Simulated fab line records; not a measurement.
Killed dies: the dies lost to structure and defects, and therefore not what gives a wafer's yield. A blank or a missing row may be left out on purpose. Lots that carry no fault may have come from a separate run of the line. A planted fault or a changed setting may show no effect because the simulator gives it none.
fab line records	flow berkeleyCmos170
[record] lots = 15	wafers = 45	lastDay = 13
route steps=331 shown PSD@183
lots that met no fault: from a run of the same line without faults
startH: start of the lot's first displayed wafer, in hours after the record's first day	waitH: how many hours have passed since the lot's step before this one	" as in the row above	L1.1+2: a row that stands for several wafers	- no value, or no start was given	* or withheld: withheld	< > ~ a bound
route shown NAME@n: a module of which the file shows steps, and the number in the route of the first	usual: mean and standard deviation over wafers with no fault	same: alike in all rows	chamber/n: place in a boat	sites: each site's reading	_std_site: standard deviation of those values	_edge_site: inner sites' mean taken away from outer sites' mean	radiusMm: for every site, how far away it sits from the centre of the wafer	mask NAME#n: copy n	behind: the last tool/chamber to shape the wafer	hold: what put the lot on hold/how long, in hours/how the hold closed	device: the transistor (n, p or np) that didn't switch	end of line: the tests these same wafers got at the end of their route	step lacking rows: just its recipe	killed: the dies lost at the first sort to structure and to defects; this is not the yield of the wafer	map: per-die view of a wafer (x killed, . not killed, _ where there is no die)
set.NAME: the setting as run; set.NAME@STEP: as run at that earlier step	model.NAME: the simulator's own value behind a step, which no gauge read
route steps across a sampled set of lots; one table per step, one row per wafer
services: when a tool's chamber went out of use (startH, in hours from the record's first day, below 0 if earlier), for how many hours, and the reason
[[steps]]
[step UCB170_PSD_IMPLANT_08]
[recipe] species = B	doseCm2 = 3e+15	energyKev = 20	tiltDeg = 7
[usual] doseIonsCm2 = 3e+15/3.5e+12	endStationPressureTorr = 1.26e-05/6.6e-07	faradayCurrentUA = 9243/190
lot.wafer	tool	chamber	startH	waitH	doseIonsCm2	endStationPressureTorr	faradayCurrentUA
L611.2	implanter-02	0	185.36	0.0	3e+15	1.25e-05	9555
L611.3	"	0	"	"	3e+15	1.11e-05	8916
L611.6	"	0	"	"	2.996e+15	1.23e-05	9274
L610.1	implanter-03	0	185.50	0.0	3e+15	1.24e-05	9065
L610.3	"	0	"	"	2.996e+15	1.17e-05	8863
L610.5	"	0	"	"	2.999e+15	1.31e-05	9064
L612.2	implanter-01	0	185.72	0.0	3.001e+15	1.21e-05	9326
L612.3	"	0	"	"	2.998e+15	1.28e-05	9129
L612.4	"	0	"	"	3.014e+15	1.28e-05	9290
L615.2	implanter-03	0	220.82	0.0	3.003e+15	1.25e-05	9246
L615.4	"	0	"	"	3.001e+15	1.33e-05	9268
L615.6	"	0	"	"	2.996e+15	1.18e-05	9246
L618.1	implanter-01	0	221.52	0.0	3.001e+15	1.38e-05	9065
L618.4	"	0	"	"	3.005e+15	1.32e-05	9163
L618.5	"	0	"	"	2.999e+15	1.3e-05	9596
L614.1	implanter-03	0	221.79	0.0	2.993e+15	1.27e-05	9744
L614.3	"	0	"	"	3.002e+15	1.19e-05	8859
L614.6	"	0	"	"	2.997e+15	1.35e-05	9417
L617.3	implanter-01	0	222.02	0.1	2.996e+15	1.14e-05	9279
L617.5	"	0	"	"	2.997e+15	1.29e-05	9196
L617.6	"	0	"	"	3.002e+15	1.21e-05	9337
L616.2	implanter-03	0	222.09	0.0	3.001e+15	1.28e-05	9615
L616.4	"	0	"	"	2.996e+15	1.17e-05	9442
L616.5	"	0	"	"	2.998e+15	1.35e-05	9177
L619.1	implanter-03	0	230.07	0.0	2.097e+15	9.6e-06	6624
L619.2	"	0	"	"	2.101e+15	1.04e-05	6347
L619.5	"	0	"	"	2.101e+15	9.9e-06	6697
L620.2	implanter-03	0	230.25	0.0	2.099e+15	1.09e-05	6600
L620.4	"	0	"	"	2.1e+15	1.05e-05	6503
L620.5	"	0	"	"	2.1e+15	9.5e-06	6383
L624.2	implanter-03	0	245.94	0.0	2.094e+15	9.9e-06	6449
L624.3	"	0	"	"	2.098e+15	1.01e-05	6671
L624.4	"	0	"	"	2.099e+15	1.14e-05	6571
L623.3	implanter-01	0	246.12	0.1	3.005e+15	1.25e-05	8913
L623.4	"	0	"	"	3.006e+15	1.23e-05	9150
L623.5	"	0	"	"	2.996e+15	1.23e-05	9044
L631.2	implanter-01	0	276.32	0.0	2.999e+15	1.24e-05	9185
L631.3	"	0	"	"	2.997e+15	1.24e-05	9297
L631.4	"	0	"	"	3.003e+15	1.24e-05	9246
L628.1	implanter-01	0	276.70	0.0	3.003e+15	1.23e-05	9236
L628.3	"	0	"	"	3.002e+15	1.31e-05	9212
L628.5	"	0	"	"	3e+15	1.29e-05	9229
L632.1	implanter-01	0	294.23	0.0	2.993e+15	1.22e-05	9197
L632.2	"	0	"	"	2.998e+15	1.34e-05	9199
L632.4	"	0	"	"	3.001e+15	1.26e-05	9702
[step UCB170_PSD_STRIP_09]
[recipe] chemistry = O2	powerW = 400	pressureMtorr = 3500	platenTempC = withheld	o2FlowSccm = 400	overashFraction = 0.5
[usual] drypumpMotorCurrentA = 6.0/0.61	oesProductAu = 0.599/0.0048	stripTimeToEndpointS = 29.39/0.092
[same] overashFraction = 0.5
lot.wafer	tool	chamber	startH	waitH	drypumpMotorCurrentA	oesProductAu	rfHoursCounterH	stripTimeToEndpointS
L611.2	plasmaAsher-01	0	185.49	0.1	6.5	0.596	47	29.50
L611.3	"	0	"	"	6.5	0.601	-	29.56
L611.6	"	1	"	"	6.6	0.598	-	29.53
L610.1	plasmaAsher-03	1	185.65	0.1	5.6	0.601	44	29.30
L610.3	"	1	"	"	5.6	0.605	-	29.21
L610.5	"	1	"	"	5.5	0.600	-	29.25
L612.2	plasmaAsher-02	0	185.84	0.1	6.5	0.598	40	29.58
L612.3	"	1	"	"	5.2	0.600	-	29.51
L612.4	"	0	"	"	6.4	0.597	-	29.47
L615.2	plasmaAsher-03	1	220.94	0.1	5.6	0.596	47	29.49
L615.4	"	0	"	"	5.1	0.600	-	29.44
L615.6	"	1	"	"	5.6	0.597	-	29.50
L618.1	plasmaAsher-01	1	221.67	0.1	6.6	0.605	50	29.54
L618.4	"	1	"	"	6.6	0.595	-	29.54
L618.5	"	1	"	"	6.6	0.603	-	29.44
L614.1	plasmaAsher-02	1	221.94	0.1	5.3	0.602	43	29.49
L614.3	"	1	"	"	5.3	0.603	-	29.41
L614.6	"	0	"	"	6.4	0.592	-	29.38
L617.3	plasmaAsher-01	1	222.15	0.1	6.6	0.590	-	29.40
L617.5	"	1	"	"	6.6	0.590	-	29.53
L617.6	"	0	"	"	6.4	0.593	-	29.40
L616.2	plasmaAsher-02	0	222.22	0.1	6.4	0.602	43	29.39
L616.4	"	1	"	"	5.2	0.592	-	29.47
L616.5	"	0	"	"	6.4	0.608	-	29.39
L619.1	plasmaAsher-02	1	230.22	0.1	5.2	0.653	44	25.50
L619.2	"	0	"	"	6.5	0.656	44	25.58
L619.5	"	1	"	"	5.2	0.652	-	25.62
L620.2	plasmaAsher-03	0	230.38	0.1	5.1	0.652	48	25.73
L620.4	"	1	"	"	5.6	0.646	-	25.70
L620.5	"	1	"	"	5.6	0.655	-	25.78
L624.2	plasmaAsher-01	0	246.07	0.1	6.5	0.654	53	25.82
L624.3	"	1	"	"	6.6	0.657	-	25.76
L624.4	"	0	"	"	6.5	0.650	-	25.77
L623.3	plasmaAsher-02	0	246.25	0.1	6.5	0.596	-	29.36
L623.4	"	1	"	"	5.2	0.598	-	29.36
L623.5	"	1	"	"	5.2	0.598	-	29.36
L631.2	plasmaAsher-03	1	276.44	0.1	5.5	0.601	54	29.40
L631.3	"	1	"	"	5.6	0.600	-	29.40
L631.4	"	0	"	"	5.1	0.601	-	29.39
L628.1	plasmaAsher-03	0	276.85	0.1	5.1	0.595	54	29.39
L628.3	"	1	"	"	5.6	0.596	-	29.35
L628.5	"	0	"	"	5.1	0.593	-	29.42
L632.1	plasmaAsher-01	1	294.38	0.1	6.6	0.597	59	29.36
L632.2	"	0	"	"	6.5	0.589	59	29.38
L632.4	"	1	"	"	6.5	0.593	-	29.41
[step UCB170_PSD_TW_MEAS_10]
[usual] PSD_TW = 2328/15
lot.wafer	tool	chamber	startH	waitH	PSD_TW
L611.2	filmMetro-04	-	185.60	0.1	2368
L611.3	"	-	"	"	2362
L611.6	"	-	"	"	2369
L610.1	filmMetro-03	-	185.75	0.1	2328
L610.3	"	-	"	"	2332
L610.5	"	-	"	"	2336
L612.2	filmMetro-01	-	185.95	0.1	2326
L612.3	"	-	"	"	2314
L612.4	"	-	"	"	2334
L615.2	filmMetro-04	-	221.05	0.1	2334
L615.4	"	-	"	"	2351
L615.6	"	-	"	"	2359
L618.1	filmMetro-01	-	221.77	0.1	2306
L618.4	"	-	"	"	2330
L618.5	"	-	"	"	2327
L614.1	filmMetro-04	-	222.04	0.1	2353
L614.3	"	-	"	"	2352
L614.6	"	-	"	"	2346
L617.3	filmMetro-01	-	222.24	0.1	2329
L617.5	"	-	"	"	2339
L617.6	"	-	"	"	2330
L616.2	filmMetro-04	-	222.33	0.1	2351
L616.4	"	-	"	"	2345
L616.5	"	-	"	"	2347
L619.1	filmMetro-03	-	230.32	0.1	2083
L619.2	"	-	"	"	2083
L619.5	"	-	"	"	2083
L620.2	filmMetro-01	-	230.49	0.1	2082
L620.4	"	-	"	"	2074
L620.5	"	-	"	"	2079
L624.2	filmMetro-04	-	246.18	0.1	2095
L624.3	"	-	"	"	2108
L624.4	"	-	"	"	2099
L623.3	filmMetro-01	-	246.34	0.1	2315
L623.4	"	-	"	"	2330
L623.5	"	-	"	"	2309
L631.2	filmMetro-03	-	276.55	0.1	2321
L631.3	"	-	"	"	2305
L631.4	"	-	"	"	2318
L628.1	filmMetro-03	-	276.95	0.1	2324
L628.3	"	-	"	"	2317
L628.5	"	-	"	"	2321
L632.1	filmMetro-03	-	294.48	0.1	2314
L632.2	"	-	"	"	2318
L632.4	"	-	"	"	2324
[step UCB170_SDANNEAL_RS_MEAS_02]
[recipe] thkMeasGauge = four-point-probe
[usual] PSD_RS = 75.5/0.33
lot.wafer	tool	chamber	startH	waitH	PSD_RS[ohm/sq]
L610.1	filmMetro-01	-	190.72	0.0	75.2
L610.3	"	-	"	"	75.6
L610.5	"	-	"	"	75.4
L611.2	filmMetro-04	-	190.74	0.1	75.2
L611.3	"	-	"	"	75.6
L611.6	"	-	"	"	75.6
L612.2	filmMetro-03	-	190.86	0.1	75.2
L612.3	"	-	"	"	75.2
L612.4	"	-	"	"	75.5
L615.2	filmMetro-03	-	224.73	0.1	75.3
L615.4	"	-	"	"	75.5
L615.6	"	-	"	"	75.6
L618.1	filmMetro-04	-	225.03	0.0	75.5
L618.4	"	-	"	"	75.3
L618.5	"	-	"	"	75.7
L614.1	filmMetro-01	-	225.26	0.1	74.9
L614.3	"	-	"	"	75.2
L614.6	"	-	"	"	75.3
L617.3	filmMetro-03	-	225.42	0.1	75.3
L617.5	"	-	"	"	75.0
L617.6	"	-	"	"	75.4
L616.2	filmMetro-04	-	225.73	0.2	75.8
L616.4	"	-	"	"	76.0
L616.5	"	-	"	"	76.2
L620.2	filmMetro-01	-	234.71	0.1	95.9
L620.4	"	-	"	"	95.7
L620.5	"	-	"	"	95.8
L619.1	filmMetro-04	-	234.87	0.0	97.9
L619.2	"	-	"	"	97.3
L619.5	"	-	"	"	97.5
L624.2	filmMetro-04	-	249.40	0.1	96.8
L624.3	"	-	"	"	96.7
L624.4	"	-	"	"	97.0
L623.3	filmMetro-04	-	250.17	0.1	75.4
L623.4	"	-	"	"	75.4
L623.5	"	-	"	"	75.7
L631.2	filmMetro-04	-	280.25	0.1	75.6
L631.3	"	-	"	"	75.9
L631.4	"	-	"	"	75.8
L628.1	filmMetro-01	-	280.71	0.2	75.1
L628.3	"	-	"	"	75.1
L628.5	"	-	"	"	75.0
L632.1	filmMetro-03	-	299.83	0.0	75.5
L632.2	"	-	"	"	75.7
L632.4	"	-	"	"	75.2
[[services]]
tool	chamber	startH	hours	kind
implanter-02	-	171.37	7.8	pm
implanter-02	-	197.27	2.4	repair
plasmaAsher-03	-	211.06	1.3	repair
implanter-02	-	214.33	68.0	pm
implanter-01	-	229.57	1.8	repair
implanter-03	-	235.13	2.7	repair
implanter-03	-	246.20	1.4	repair
implanter-02	-	282.34	38.7	pm
[[key]]
[firstSign] step = UCB170_PSD_IMPLANT_08	reading = doseIonsCm2	direction = down	sigmas = 99+	usual = 3e+15	struck = 2.099e+15
[effect] step = UCB170_PSD_IMPLANT_08	reading = faradayCurrentUA	direction = down	sigmas = 14	usual = 9243	struck = 6538
[effect] step = UCB170_PSD_STRIP_09	reading = stripTimeToEndpointS	direction = down	sigmas = 40	usual = *	struck = *
[effect] step = UCB170_PSD_TW_MEAS_10	reading = PSD_TW	direction = down	sigmas = 16	usual = 2328	struck = 2087
[effect] step = UCB170_SDANNEAL_RS_MEAS_02	reading = PSD_RS	direction = up	sigmas = 65	usual = 75.5	struck = 96.7
metAt UCB170_PSD_IMPLANT_08
struckLots L619,L620,L624
sortLeftOut L624.2,L624.3,L624.4
testerLeftOut L619,L620,L624
onsetBetween 222.09 230.07
[fault] kind = processParameterDrift	tool = implanter-03	chamber = -	onsetH = 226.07	steps = UCB170_PSD_IMPLANT_08	channel = doseCm2	offset = -9e+14	shape = step	endH = 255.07	actsIn = theseRecipesOnly	stated = 3e+15
// testerLeftOut: of these lots the tester's yield and bins aren't shown, on N5 and GAA mostly nor the transistor test; their killed dies are dies lost to structure and defects alone, not to doping, threshold or leakage, so they don't give the yield
// sortLeftOut: the simulated sort isn't trusted on such a fault, so these wafers' sort isn't shown, and their yield isn't known
